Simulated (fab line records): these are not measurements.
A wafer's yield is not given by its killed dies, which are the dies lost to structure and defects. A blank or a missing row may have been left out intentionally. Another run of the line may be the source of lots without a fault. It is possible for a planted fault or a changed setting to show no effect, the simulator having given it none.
fab line records -- flow berkeley-cmos170
record: lots: 14, wafers: 42, last-day: 12
route steps=331 shown PWELL@49 PSD@181 V1@266 V2@304
lots untouched by any fault: they come from a run of this same line in which no faults occurred
start-h: hours from the record's first day to the start of the lot's first wafer shown -- wait-h: time in hours since the lot's previous step -- " unchanged from the row above -- L1.1+2: a row that stands for several wafers -- - no value, or no start given -- * or withheld: withheld -- < > ~ a bound
route shown NAME@n: NAME is a module with steps in the file, n the number in the route of the first one -- usual: mean/standard deviation of fault-free wafers -- same: alike in all rows -- chamber/n: place in a boat -- sites: the reading at each site -- _std_site: standard deviation of those values -- _edge_site: inner sites' mean taken away from outer sites' mean -- radius-mm: for every site, how far away it sits from the centre of the wafer -- mask NAME#n: copy n -- behind: tool/chamber where the wafer was last shaped -- hold: why the lot went on hold/how many hours it stayed there/how the hold came to an end -- device: names the non-switching transistor (n, p or np) -- end of line: tests run on the same wafers once the route is complete -- for a step that has no rows: nothing shown but its recipe -- killed: dies that structure and defects cost at the first sort, which is not the same as the wafer's yield -- map: the dies of a wafer, with x for killed, . for not killed, _ for no die there
set.NAME: the setting the step ran with; set.NAME@STEP: the setting that earlier step ran with -- model.NAME: the simulator's own value behind a step, which no gauge read
one table for each step of the route and one row for each wafer, over a sample of lots
services: a tool's chamber out of use, with start hour (start-h, from the record's first day; less than 0 if before it), hours out, and reason
== steps ==
step: UCB170_PWELL_IMPLANT_15
recipe: species: B, dose-cm2: 5e+12, energy-kev: 60, tilt-deg: 7
usual: dose-ions-cm2: 5e+12/5.3e+09, end-station-pressure-torr: 4.98e-06/2.3e-07, faraday-current-uA: 15.8/0.32
lot.wafer,tool,chamber,start-h,wait-h,dose-ions-cm2,end-station-pressure-torr,faraday-current-uA
L584.1,implanter-04,0,71.99,0.1,2.749e+12,5.02e-06,8.7
L584.2,implanter-04,0,71.99,0.1,2.749e+12,5.15e-06,8.7
L584.3,implanter-04,0,71.99,0.1,2.743e+12,5.05e-06,8.9
L585.2,implanter-04,0,77.79,0.1,2.744e+12,4.67e-06,8.4
L585.3,implanter-04,0,77.79,0.1,2.752e+12,5.1e-06,8.7
L585.6,implanter-04,0,77.79,0.1,2.745e+12,4.59e-06,8.3
L589.2,implanter-01,0,112.56,0.1,5.006e+12,4.66e-06,16.0
L589.3,implanter-01,0,112.56,0.1,5.003e+12,5.69e-06,15.9
L589.6,implanter-01,0,112.56,0.1,5.002e+12,5.13e-06,15.6
L592.3,implanter-02,0,115.92,0.1,5.007e+12,4.96e-06,16.1
L592.4,implanter-02,0,115.92,0.1,4.997e+12,5.27e-06,15.6
L592.6,implanter-02,0,115.92,0.1,5.002e+12,5.15e-06,16.7
L591.1,implanter-01,0,116.64,0.1,4.989e+12,5.27e-06,15.8
L591.3,implanter-01,0,116.64,0.1,4.988e+12,4.94e-06,15.5
L591.5,implanter-01,0,116.64,0.1,5.001e+12,5.22e-06,15.8
L594.2,implanter-02,0,128.49,0.1,5.005e+12,5.04e-06,15.7
L594.3,implanter-02,0,128.49,0.1,5e+12,5.09e-06,15.8
L594.6,implanter-02,0,128.49,0.1,5e+12,5.27e-06,15.8
L593.3,implanter-01,0,128.79,0.1,5.006e+12,4.92e-06,15.7
L593.5,implanter-01,0,128.79,0.1,5.013e+12,4.88e-06,15.4
L593.6,implanter-01,0,128.79,0.1,5.005e+12,4.98e-06,15.7
L595.1,implanter-02,0,129.17,0.1,5.001e+12,4.97e-06,15.7
L595.2,implanter-02,0,129.17,0.1,4.998e+12,5.4e-06,16.2
L595.3,implanter-02,0,129.17,0.1,4.999e+12,5.02e-06,15.6
L597.3,implanter-01,0,134.87,0.1,5.007e+12,4.85e-06,15.9
L597.5,implanter-01,0,134.87,0.1,5.005e+12,4.93e-06,16.3
L597.6,implanter-01,0,134.87,0.1,4.994e+12,4.9e-06,15.6
L599.1,implanter-02,0,141.88,0.1,4.996e+12,4.75e-06,15.6
L599.2,implanter-02,0,141.88,0.1,4.997e+12,5e-06,15.4
L599.5,implanter-02,0,141.88,0.1,5.001e+12,4.66e-06,16.0
L601.3,implanter-02,0,150.01,0.1,5.003e+12,4.91e-06,16.2
L601.5,implanter-02,0,150.01,0.1,4.997e+12,5.01e-06,16.2
L601.6,implanter-02,0,150.01,0.1,4.998e+12,4.82e-06,16.1
L600.2,implanter-04,0,150.25,0.1,4.999e+12,5.19e-06,16.9
L600.4,implanter-04,0,150.25,0.1,4.997e+12,5.16e-06,16.0
L600.5,implanter-04,0,150.25,0.1,4.995e+12,5.05e-06,14.9
L603.1,implanter-04,0,160.61,0.1,4.999e+12,4.93e-06,15.9
L603.2,implanter-04,0,160.61,0.1,5.001e+12,5.33e-06,16.1
L603.3,implanter-04,0,160.61,0.1,4.999e+12,5.5e-06,15.8
L602.1,implanter-02,0,162.37,0.1,5.007e+12,4.93e-06,15.6
L602.3,implanter-02,0,162.37,0.1,4.997e+12,4.91e-06,15.5
L602.4,implanter-02,0,162.37,0.1,5.002e+12,5.55e-06,16.0
step: UCB170_PWELL_TW_MEAS_17
usual: PWELL_TW: 383/3.8
lot.wafer,tool,chamber,start-h,wait-h,PWELL_TW
L584.1,film-metro-03,-,72.24,0.1,318
L584.2,film-metro-03,-,72.24,0.1,316
L584.3,film-metro-03,-,72.24,0.1,317
L585.2,film-metro-04,-,78.03,0.1,327
L585.3,film-metro-04,-,78.03,0.1,326
L585.6,film-metro-04,-,78.03,0.1,326
L589.2,film-metro-02,-,112.80,0.1,380
L589.3,film-metro-02,-,112.80,0.1,379
L589.6,film-metro-02,-,112.80,0.1,380
L592.3,film-metro-02,-,116.14,0.1,379
L592.4,film-metro-02,-,116.14,0.1,380
L592.6,film-metro-02,-,116.14,0.1,377
L591.1,film-metro-03,-,116.89,0.1,381
L591.3,film-metro-03,-,116.89,0.1,381
L591.5,film-metro-03,-,116.89,0.1,382
L594.2,film-metro-04,-,128.73,0.1,388
L594.3,film-metro-04,-,128.73,0.1,387
L594.6,film-metro-04,-,128.73,0.1,387
L593.3,film-metro-03,-,129.01,0.1,381
L593.5,film-metro-03,-,129.01,0.1,381
L593.6,film-metro-03,-,129.01,0.1,380
L595.1,film-metro-02,-,129.42,0.1,379
L595.2,film-metro-02,-,129.42,0.1,378
L595.3,film-metro-02,-,129.42,0.1,381
L597.3,film-metro-02,-,135.09,0.1,379
L597.5,film-metro-02,-,135.09,0.1,376
L597.6,film-metro-02,-,135.09,0.1,379
L599.1,film-metro-04,-,142.13,0.1,386
L599.2,film-metro-04,-,142.13,0.1,388
L599.5,film-metro-04,-,142.13,0.1,388
L601.3,film-metro-02,-,150.23,0.1,380
L601.5,film-metro-02,-,150.23,0.1,378
L601.6,film-metro-02,-,150.23,0.1,381
L600.2,film-metro-02,-,150.48,0.1,379
L600.4,film-metro-02,-,150.48,0.1,381
L600.5,film-metro-02,-,150.48,0.1,379
L603.1,film-metro-04,-,160.86,0.1,387
L603.2,film-metro-04,-,160.86,0.1,385
L603.3,film-metro-04,-,160.86,0.1,387
L602.1,film-metro-04,-,162.62,0.1,386
L602.3,film-metro-04,-,162.62,0.1,387
L602.4,film-metro-04,-,162.62,0.1,387
step: UCB170_PSD_CD_MEAS_06
recipe: target-cd-nm: 1200
usual: cd-nm: 1199.9/1.4
lot.wafer,tool,chamber,start-h,wait-h,cd-nm
L584.1,cd-sem-02,-,173.29,-,1199.0
L584.2,cd-sem-02,-,173.29,-,1199.3
L584.3,cd-sem-02,-,173.29,-,1199.3
L585.2,cd-sem-02,-,173.43,-,1199.4
L585.3,cd-sem-02,-,173.43,-,1201.5
L585.6,cd-sem-02,-,173.43,-,1200.6
L592.3,cd-sem-02,-,205.51,-,1204.5
L592.4,cd-sem-02,-,205.51,-,1203.3
L592.6,cd-sem-02,-,205.51,-,1203.0
L591.1,cd-sem-02,-,205.61,-,1200.4
L591.3,cd-sem-02,-,205.61,-,1199.4
L591.5,cd-sem-02,-,205.61,-,1200.4
L589.2,cd-sem-02,-,205.99,-,1199.0
L589.3,cd-sem-02,-,205.99,-,1198.7
L589.6,cd-sem-02,-,205.99,-,1199.3
L593.3,cd-sem-01,-,214.70,-,1200.5
L593.5,cd-sem-01,-,214.70,-,1199.7
L593.6,cd-sem-01,-,214.70,-,1198.5
L594.2,cd-sem-01,-,215.01,-,1197.8
L594.3,cd-sem-01,-,215.01,-,1199.4
L594.6,cd-sem-01,-,215.01,-,1200.0
L597.3,cd-sem-01,-,215.45,-,1199.7
L597.5,cd-sem-01,-,215.45,-,1200.2
L597.6,cd-sem-01,-,215.45,-,1199.5
L595.1,cd-sem-02,-,215.69,-,1201.3
L595.2,cd-sem-02,-,215.69,-,1200.1
L595.3,cd-sem-02,-,215.69,-,1198.5
L599.1,cd-sem-01,-,234.68,-,1199.6
L599.2,cd-sem-01,-,234.68,-,1200.0
L599.5,cd-sem-01,-,234.68,-,1198.4
L600.2,cd-sem-02,-,247.57,-,1198.7
L600.4,cd-sem-02,-,247.57,-,1198.9
L600.5,cd-sem-02,-,247.57,-,1198.5
L601.3,cd-sem-02,-,247.86,-,1199.1
L601.5,cd-sem-02,-,247.86,-,1198.2
L601.6,cd-sem-02,-,247.86,-,1199.2
L603.1,cd-sem-01,-,248.19,-,1197.9
L603.2,cd-sem-01,-,248.19,-,1198.9
L603.3,cd-sem-01,-,248.19,-,1198.2
L602.1,cd-sem-01,-,251.81,-,1200.5
L602.3,cd-sem-01,-,251.81,-,1199.2
L602.4,cd-sem-01,-,251.81,-,1199.0
step: UCB170_V1_CD_MEAS_12
recipe: target-cd-nm: 700
usual: cd-nm: 700.1/1.5
lot.wafer,tool,chamber,start-h,wait-h,cd-nm
L584.1,cd-sem-01,-,193.51,-,698.6
L584.2,cd-sem-01,-,193.51,-,698.8
L584.3,cd-sem-01,-,193.51,-,697.8
L585.2,cd-sem-01,-,199.26,-,700.9
L585.3,cd-sem-01,-,199.26,-,699.4
L585.6,cd-sem-01,-,199.26,-,699.3
L591.1,cd-sem-02,-,227.12,-,701.5
L591.3,cd-sem-02,-,227.12,-,701.8
L591.5,cd-sem-02,-,227.12,-,701.8
L592.3,cd-sem-01,-,227.43,-,697.7
L592.4,cd-sem-01,-,227.43,-,697.8
L592.6,cd-sem-01,-,227.43,-,697.9
L589.2,cd-sem-01,-,228.17,-,697.6
L589.3,cd-sem-01,-,228.17,-,698.5
L589.6,cd-sem-01,-,228.17,-,699.2
L593.3,cd-sem-02,-,240.00,-,700.3
L593.5,cd-sem-02,-,240.00,-,700.0
L593.6,cd-sem-02,-,240.00,-,701.3
L594.2,cd-sem-01,-,240.54,-,701.1
L594.3,cd-sem-01,-,240.54,-,700.9
L594.6,cd-sem-01,-,240.54,-,701.0
L595.1,cd-sem-01,-,241.71,-,699.7
L595.2,cd-sem-01,-,241.71,-,700.9
L595.3,cd-sem-01,-,241.71,-,699.9
L597.3,cd-sem-01,-,242.10,-,699.2
L597.5,cd-sem-01,-,242.10,-,699.5
L597.6,cd-sem-01,-,242.10,-,698.5
L599.1,cd-sem-02,-,265.01,-,698.1
L599.2,cd-sem-02,-,265.01,-,697.3
L599.5,cd-sem-02,-,265.01,-,697.8
L600.2,cd-sem-02,-,265.38,-,700.0
L600.4,cd-sem-02,-,265.38,-,700.7
L600.5,cd-sem-02,-,265.38,-,701.0
L603.1,cd-sem-01,-,269.45,-,700.8
L603.2,cd-sem-01,-,269.45,-,699.6
L603.3,cd-sem-01,-,269.45,-,700.3
L601.3,cd-sem-01,-,269.61,-,702.1
L601.5,cd-sem-01,-,269.61,-,702.7
L601.6,cd-sem-01,-,269.61,-,701.4
L602.1,cd-sem-02,-,275.47,-,700.8
L602.3,cd-sem-02,-,275.47,-,700.7
L602.4,cd-sem-02,-,275.47,-,700.9
step: UCB170_V2_CD_MEAS_12
recipe: target-cd-nm: 700
usual: cd-nm: 700.0/1.3
lot.wafer,tool,chamber,start-h,wait-h,cd-nm
L585.2,cd-sem-02,-,204.93,-,703.3
L585.3,cd-sem-02,-,204.93,-,701.0
L585.6,cd-sem-02,-,204.93,-,700.9
L591.1,cd-sem-02,-,236.00,-,700.1
L591.3,cd-sem-02,-,236.00,-,698.9
L591.5,cd-sem-02,-,236.00,-,698.3
L592.3,cd-sem-01,-,240.10,-,699.3
L592.4,cd-sem-01,-,240.10,-,701.4
L592.6,cd-sem-01,-,240.10,-,701.9
L589.2,cd-sem-02,-,240.78,-,700.7
L589.3,cd-sem-02,-,240.78,-,702.0
L589.6,cd-sem-02,-,240.78,-,701.4
L593.3,cd-sem-01,-,247.85,-,700.4
L593.5,cd-sem-01,-,247.85,-,699.7
L593.6,cd-sem-01,-,247.85,-,700.6
L594.2,cd-sem-02,-,248.93,-,701.7
L594.3,cd-sem-02,-,248.93,-,701.6
L594.6,cd-sem-02,-,248.93,-,703.8
L595.1,cd-sem-01,-,249.18,-,698.1
L595.2,cd-sem-01,-,249.18,-,700.1
L595.3,cd-sem-01,-,249.18,-,698.6
L597.3,cd-sem-01,-,249.95,-,700.3
L597.5,cd-sem-01,-,249.95,-,698.0
L597.6,cd-sem-01,-,249.95,-,697.0
L599.1,cd-sem-02,-,270.12,-,700.1
L599.2,cd-sem-02,-,270.12,-,699.2
L599.5,cd-sem-02,-,270.12,-,700.9
L600.2,cd-sem-01,-,271.16,-,701.8
L600.4,cd-sem-01,-,271.16,-,700.1
L600.5,cd-sem-01,-,271.16,-,700.5
L603.1,cd-sem-02,-,276.28,-,699.7
L603.2,cd-sem-02,-,276.28,-,700.2
L603.3,cd-sem-02,-,276.28,-,700.8
L601.3,cd-sem-02,-,276.79,-,698.0
L601.5,cd-sem-02,-,276.79,-,697.6
L601.6,cd-sem-02,-,276.79,-,697.4
L602.1,cd-sem-01,-,286.66,-,700.8
L602.3,cd-sem-01,-,286.66,-,702.1
L602.4,cd-sem-01,-,286.66,-,701.6
== services ==
tool,chamber,start-h,hours,kind
implanter-02,-,69.37,3.0,pm
implanter-02,-,80.95,4.1,repair
implanter-01,-,100.31,0.9,repair
implanter-04,-,123.93,2.8,repair
== key ==
first-sign: step: UCB170_PWELL_IMPLANT_15, reading: dose-ions-cm2, direction: down, sigmas: 99+, usual: 5e+12, struck: 2.747e+12
effect: step: UCB170_PWELL_IMPLANT_15, reading: faraday-current-uA, direction: down, sigmas: 23, usual: 15.8, struck: 8.6
effect: step: UCB170_PWELL_TW_MEAS_17, reading: PWELL_TW, direction: down, sigmas: 16, usual: 383, struck: 322
met-at UCB170_PWELL_IMPLANT_15
struck-lots L584,L585
rows-end L584.1,L584.2,L584.3,L585.2,L585.3,L585.6
not-acting-at UCB170_PSD_CD_MEAS_06,UCB170_V1_CD_MEAS_12,UCB170_V2_CD_MEAS_12
fault: kind: process-parameter-drift, tool: implanter-04, chamber: -, onset-h: 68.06, steps: UCB170_PWELL_IMPLANT_15, channel: dose-cm2, offset: -2.25e+12, shape: step, end-h: 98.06, acts-in: these-recipes-only, stated: 5e+12
rows-end: these wafers met a further fault down the route, and their rows from its step on are left out
